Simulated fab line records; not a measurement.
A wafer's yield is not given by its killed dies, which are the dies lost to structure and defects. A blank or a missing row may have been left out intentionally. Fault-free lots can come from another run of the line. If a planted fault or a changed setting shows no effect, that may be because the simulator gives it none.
A lot that was struck, set against a sound lot	flow ritCmos	30 out of 202 route steps
Sound: wafers L987.1, L987.2, L987.3. Struck: wafer L977.3. (L977.1, L977.4 of the same lot were not struck and are left out.) The cause comes at the end.
For every step that has rows: the tool of each side, followed by ch and its chambers, followed by its first start. Under that, the readings that differ: sound wafers	struck wafers	difference of the means	sigmas: that difference in standard deviations of wafers without a fault.
alike: words and numbers the same on both sides, and readings whose means are apart by under 2 such deviations; not compared: readings that were withheld, readings missing a value for some wafer, numbers with overlapping values and no deviation given by the record, and bounds like >300 which may hide the same value.
A row with sigmas, a row that says differs or no value, or rows on one side alone: a step with any of these is where the two part. Non-overlapping numbers with no deviation appear without sigmas and do not part them. A reading that every wafer of one side lacks parts them only if that side has two wafers or more.

first, 6 steps without rows for these wafers: RIT_SDANNEAL_RTA_03 (time 5 s); RIT_SILICIDE_WET_ETCH_00 (etches SiO2 in BOE, target depth 14 nm, time 15 s); RIT_SILICIDE_SPUTTER_01 (material Ti, target thk 30 nm, time 240 s); RIT_SILICIDE_RTA_04 (time 10 s, ramp up 5 s, ramp down 5 s); RIT_SILICIDE_WET_ETCH_05 (etches Ti in SPM, time 120 s); RIT_SILICIDE_RTA_06 (time 10 s, ramp up 5 s, ramp down 10 s).
RIT_CONTACT_CVD_00: deposits SiO2 from TEOS, target thk 400 nm, time 61 s.
  sound on pecvd-04 ch 0,1,2, day 7 11:31; struck on pecvd-02 ch 2, day 5 10:23
reading	sound	struck	difference	sigmas
heaterPowerW (W)	255 357 248	454	+167	+3
runLengthS (s)	88.4 88.0 89.0	51.0	-37.5	-60
model.SiO2_of_CONTACT_CVD_00.thkNm (nm)	391.5 393.2 388	145.9	-245.0	
RIT_CONTACT_THK_MEAS_01:
  sound on filmMetro-02 at day 7 11:34; struck on filmMetro-02 at day 5 10:26
reading	sound	struck	difference	sigmas
CONTACT_TEOS_THK (nm)	392 393 388	146	-245	-46
then, 7 steps without rows for these wafers: RIT_CONTACT_HMDS_02 (prime time 60 s); RIT_CONTACT_COAT_03 (resist thk 1000 nm); RIT_CONTACT_SOFTBAKE_04 (time 60 s); RIT_CONTACT_EXPOSE_05 (exposes mask M11, target cd 1000 nm); RIT_CONTACT_PEB_06; RIT_CONTACT_DEVELOP_07 (develop time 120 s); RIT_CONTACT_HARDBAKE_10 (time 60 s).
RIT_CONTACT_ETCH_11: etches SiO2 in CHF3/CF4/Ar, stops on TiSi2, target depth 480 nm, time 320 s.
  sound on rieDiel-04 ch 0,1,3, day 7 13:11; struck on rieDiel-04 ch 3, day 5 11:52
reading	sound	struck	difference	sigmas
model.etch.depthNm (nm)	391.5 393.2 388	145.9	-245.0	
model.CONTACT.featureDepthNm (nm)	391.5 393.2 388	145.9	-245.0	
  alike: drypumpMotorCurrentA, oesProductAu, throttleValvePct
  not compared: rfHoursCounterH
then, 11 steps without rows for these wafers: RIT_CONTACT_STRIP_12 (strips in O2, time 180 s); RIT_CONTACT_CLEAN_13 (cleans in SC1, time 600 s); RIT_CONTACT_CLEAN_14 (cleans in SC2, time 600 s); RIT_M1_SPUTTER_00 (material Al, target thk 400 nm, time 500 s); RIT_M1_HMDS_03 (prime time 60 s); RIT_M1_COAT_04 (resist thk 1300 nm); RIT_M1_SOFTBAKE_05 (time 60 s); RIT_M1_EXPOSE_06 (exposes mask M12, target cd 2600 nm); RIT_M1_PEB_07; RIT_M1_DEVELOP_08 (develop time 68 s); RIT_M1_HARDBAKE_11 (time 120 s).
RIT_M1_METAL_ETCH_12: etches Al in Cl2/BCl3, stops on SiO2, time 165 s, target depth 600 nm.
  sound on rieMetal-03 ch 0,1, day 7 15:54; struck on rieMetal-01 ch 1, day 5 14:36
reading	sound	struck	difference	sigmas
oesProductAu (a.u.)	0.782 0.789 0.783	0.755	-0.030	-2
throttleValvePct (%)	8.09 8.27 8.11	8.38	+0.22	+3
model.SiO2_of_CONTACT_CVD_00.thkNm (nm)	355.1 356.1 351.2	109.7	-244.4	
  alike: drypumpMotorCurrentA
  not compared: rfHoursCounterH
then, 1 step without rows for these wafers: RIT_M1_STRIP_13 (strips in nmp, time 600 s).
RIT_M1_PROBE_99:
  sound on prober-02 at day 7 18:38; struck on prober-02 at day 5 16:57
reading	sound	struck	difference	sigmas
killedAtFrontEnd	5 6 3	11	+6	+2
killedDies	5 6 3	11	+6	+2
killedOpen	2 3 2	9	+7	+3
model.etest.fieldPMetal.vtV (V)	-29.74 -29.29 -29.08	-17.07	+12.30	
model.etest.nmos_0p15.junctionLog10AUm	-13.41 -13.25 -13.46	-9.553	+3.820	
model.etest.nmosNarrow.offLog10AUm	-13.09 -13.3 -13.23	-9.553	+3.654	
model.etest.gateEndArray.leakLog10AUm	-12.98 -12.81 -12.93	-9.368	+3.539	
model.etest.nmos_0p3.offLog10AUm	-13.07 -13.07 -13.03	-9.552	+3.505	
model.etest.pmos_0p15.junctionLog10AUm	-13.88 -13.76 -13.7	-10.55	+3.23	
model.etest.contactDiodeArray.leakLog10A (angstrom)	-9.593 -9.423 -9.353	-6.132	+3.324	
model.etest.pmos_0p3.offLog10AUm	-13.05 -13.11 -12.98	-10.55	+2.50	
  alike: killedAtContacts, killedShort

== WHERE THEY PART ==
Earliest at RIT_CONTACT_CVD_00; latest, in this record, at RIT_M1_PROBE_99.

WHY: what the simulator had put in
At RIT_CONTACT_CVD_00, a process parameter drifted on pecvd-02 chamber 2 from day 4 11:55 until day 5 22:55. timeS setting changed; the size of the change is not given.
